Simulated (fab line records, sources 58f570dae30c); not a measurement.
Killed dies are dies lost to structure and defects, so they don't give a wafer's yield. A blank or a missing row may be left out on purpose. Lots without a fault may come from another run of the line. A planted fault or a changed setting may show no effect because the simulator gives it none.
A struck lot beside a sound one | flow berkeley_cmos170 | 15 steps out of a route of 331
Sound: wafers L799.1, L799.2, L799.6. Struck: wafers L805.2, L805.3, L805.6. The cause comes at the end.
At each step with rows: each side's tool, then ch and its chambers, then its first start. Under that, the readings that differ: sound wafers | struck wafers | difference of the means | sigmas: that difference in standard deviations of wafers without a fault.
alike: readings whose means differ by less than 2 such deviations, and words and numbers that are the same on both sides. not compared: withheld readings, readings that some wafer has no value for, bounds like >300 that may hide the same value, and numbers for which the record gives no deviation and whose values overlap.
The two part at a step that has a row with sigmas, a row that says differs or no value, or rows on one side only. Numbers that don't overlap but have no deviation are shown without sigmas and don't part them. A reading that every wafer of one side lacks parts them only if that side has two wafers or more.

first, 6 steps without rows for these wafers: UCB170_M2_COAT_09; UCB170_M2_COAT_10 (resist thk 900 nm); UCB170_M2_SOFTBAKE_11 (time 60 s); UCB170_M2_EXPOSE_12 (exposes mask METAL2, target cd 700 nm); UCB170_M2_PEB_13; UCB170_M2_DEVELOP_14 (develop time 45 s).
UCB170_M2_CD_MEAS_15: target cd 700 nm.
  sound on cd_sem-01, day 8 12:39; struck on cd_sem-01, day 10 04:51
  alike: cd_nm
UCB170_M2_OVL_MEAS_16:
  sound on overlay-02, day 8 12:46; struck on overlay-01, day 10 04:58
  alike: M2_OVL
UCB170_M2_ETCH_17: etches BARC in N2/H2.
  sound on rie_diel-03 ch 0,2,3, day 8 12:49; struck on rie_diel-03 ch 1,2,3, day 10 04:59
  alike: drypump_motor_current_A, oes_product_au, throttle_valve_pct
UCB170_M2_METAL_ETCH_18: etches Al in Cl2/BCl3, stops on SiO2, target depth 1170 nm, time 195 s.
  sound on rie_metal-03 ch 0, day 8 12:51; struck on rie_metal-01 ch 0,1, day 10 05:02
  alike: drypump_motor_current_A, oes_product_au, throttle_valve_pct
  not compared: rf_hours_counter_h
UCB170_M2_STRIP_19: strips in O2.
  sound on plasma_asher-02 ch 0,1, day 8 13:13; struck on plasma_asher-04 ch 0, day 10 05:13
  alike: drypump_motor_current_A, oes_product_au
  not compared: rf_hours_counter_h
UCB170_M2_CD_MEAS_90: target cd 700 nm.
  sound on cd_sem-02, day 8 13:19; struck on cd_sem-01, day 10 05:20
  alike: cd_nm
UCB170_V2_CVD_00: deposits SiO2 from TEOS/O2, target thk 2000 nm, time 250 s.
  sound on pecvd-02 ch 0,2, day 8 13:26; struck on pecvd-04 ch 0,1, day 10 05:46
  alike: heater_power_w
UCB170_V2_THK_MEAS_01:
  sound on film_metro-03, day 8 13:36; struck on film_metro-03, day 10 06:09
  reading          | sound          | struck         | difference | sigmas
  V2_TEOS_THK (nm) | 1992 1983 2041 | 3921 3914 3983 | +1934      | +74
UCB170_M3_PROBE_99:
  the record has rows for the sound wafers here (prober-01, day 8 19:14) and none for the struck ones

WHERE THEY PART
First at UCB170_V2_THK_MEAS_01; last, within this record, at UCB170_M3_PROBE_99.

WHY: what the simulator had put in
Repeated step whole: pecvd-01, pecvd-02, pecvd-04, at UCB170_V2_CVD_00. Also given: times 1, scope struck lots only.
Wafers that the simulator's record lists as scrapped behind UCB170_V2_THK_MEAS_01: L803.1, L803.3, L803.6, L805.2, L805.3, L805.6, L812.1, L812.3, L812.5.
